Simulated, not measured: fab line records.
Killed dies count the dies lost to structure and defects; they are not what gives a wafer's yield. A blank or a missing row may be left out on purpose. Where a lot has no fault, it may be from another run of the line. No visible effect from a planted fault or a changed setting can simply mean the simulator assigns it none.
Which of the tools did it? ; flow rit cmos ; Sampling: 14 lots, 42 wafers, 2 of 202 route steps

== WHAT THE GAUGES SHOWED, per wafer ==
RIT_CONTACT_THK_MEAS_01.
lot;measured;on;CONTACT_TEOS_THK (nm)
L527;day 3 17:56;film metro-01;402 411 409
L528;day 3 21:27;film metro-01;399 403 409
L529;day 4 00:19;film metro-04;391 395 403
L530;day 4 07:08;film metro-01;393 392 395
L531;day 4 10:13;film metro-04;396 405 408
L535;day 5 03:52;film metro-03;399 406 407
L534;day 5 04:57;film metro-03;393 397 403
L536;day 5 12:36;film metro-03;404 400 396
L537;day 5 17:03;film metro-03;390 394 399
L542;day 6 12:26;film metro-01;627 408 404
L545;day 7 07:15;film metro-03;622 396 404
L546;day 7 14:04;film metro-04;404 395 406
L547;day 7 18:04;film metro-04;397 396 404
L549;day 7 23:20;film metro-03;394 389 399

== WHICH TOOL RAN EACH LOT (tool, then ch and the chambers of the sampled wafers, then the start) ==
lot;RIT_CONTACT_CVD_00
L527;pecvd-04 ch 0,1, day 3 17:53
L528;pecvd-03 ch 0,1,2, day 3 21:23
L529;pecvd-01 ch 0,2, day 4 00:14
L530;pecvd-04 ch 0,2, day 4 07:05
L531;pecvd-03 ch 0,1,2, day 4 10:10
L535;pecvd-03 ch 1,2, day 5 03:47
L534;pecvd-01 ch 1,2, day 5 04:53
L536;pecvd-04 ch 0,1,2, day 5 12:33
L537;pecvd-03 ch 1,2, day 5 16:59
L542;pecvd-04 ch 0,1,2, day 6 12:22
L545;pecvd-04 ch 0,1, day 7 07:12
L546;pecvd-03 ch 0,1,2, day 7 14:00
L547;pecvd-01 ch 0,1,2, day 7 18:01
L549;pecvd-03 ch 0,2, day 7 23:17
- RIT_CONTACT_CVD_00: deposits SiO2 from TEOS, target thk 400 nm, time 61 s.

== AS READ BY THE TOOLS THEMSELVES (means over the sampled wafers that have a number; for cases with no such wafer, the mark the record gives instead) ==
RIT_CONTACT_CVD_00.
lot;tool;heater power w (W);run length s (s)
L527;pecvd-04;384;88.9
L528;pecvd-03;252;89.3
L529;pecvd-01;311;89.1
L530;pecvd-04;341;88.7
L531;pecvd-03;245;89.0
L535;pecvd-03;302;89.5
L534;pecvd-01;285;88.9
L536;pecvd-04;341;88.4
L537;pecvd-03;294;89.2
L542;pecvd-04;337;100.1
L545;pecvd-04;345;100.5
L546;pecvd-03;291;89.4
L547;pecvd-01;306;89.1
L549;pecvd-03;248;89.1

== THE ANSWER, worked out from the rows above alone ==
Rule: usual is defined by the lots themselves. Put in order of their means at a reading, lots are off if they are a third of the lots or fewer, leave a main group of 4 or more, and stand apart from it by a gap of 3 or more times the standard deviation of the main group's means; of several such gaps the widest counts. If all means in a main group match to the digits the tables above print for the reading, that group is not used. Also off: a lot with no number at a reading for which 4 or more lots have one. All remaining lots with rows at the step are treated as sound. Order of review: gauges by route order, followed by the tools' own readings, for which a lot's mean as printed above is used. The first step at which some lot is off is used, and at that step the reading that is off furthest; a lot without a number counts as furthest.
Off: L542, L545, seen at RIT_CONTACT_THK_MEAS_01 (CONTACT_TEOS_THK). The main group has a mean of 400 nm with a standard deviation of 4.3.
If a tool, at a process step before that reading, ran all the lots that are off and no sound lot after the first of them, it fits. Not tried: the gauges at RIT_CONTACT_THK_MEAS_01; whatever is off there is also off at RIT_CONTACT_CVD_00, on other tools, and gauge error can't account for it. One fits: RIT_CONTACT_CVD_00 on pecvd-04. Its last sound lot is L536 (day 5 12:33), its first lot that is off L542 (day 6 12:22): a fault that began between those two fits.
The tool's own readings at RIT_CONTACT_CVD_00 bear it out: on the lots that are off they differ by more than 5 times the standard deviation of the sound lots' means. run length s reads 100.3 s there against 89.0 s on the sound lots.

== WHAT THE SIMULATOR HAD INSERTED ==
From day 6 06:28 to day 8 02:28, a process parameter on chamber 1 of pecvd-04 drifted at RIT_CONTACT_CVD_00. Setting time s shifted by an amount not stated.
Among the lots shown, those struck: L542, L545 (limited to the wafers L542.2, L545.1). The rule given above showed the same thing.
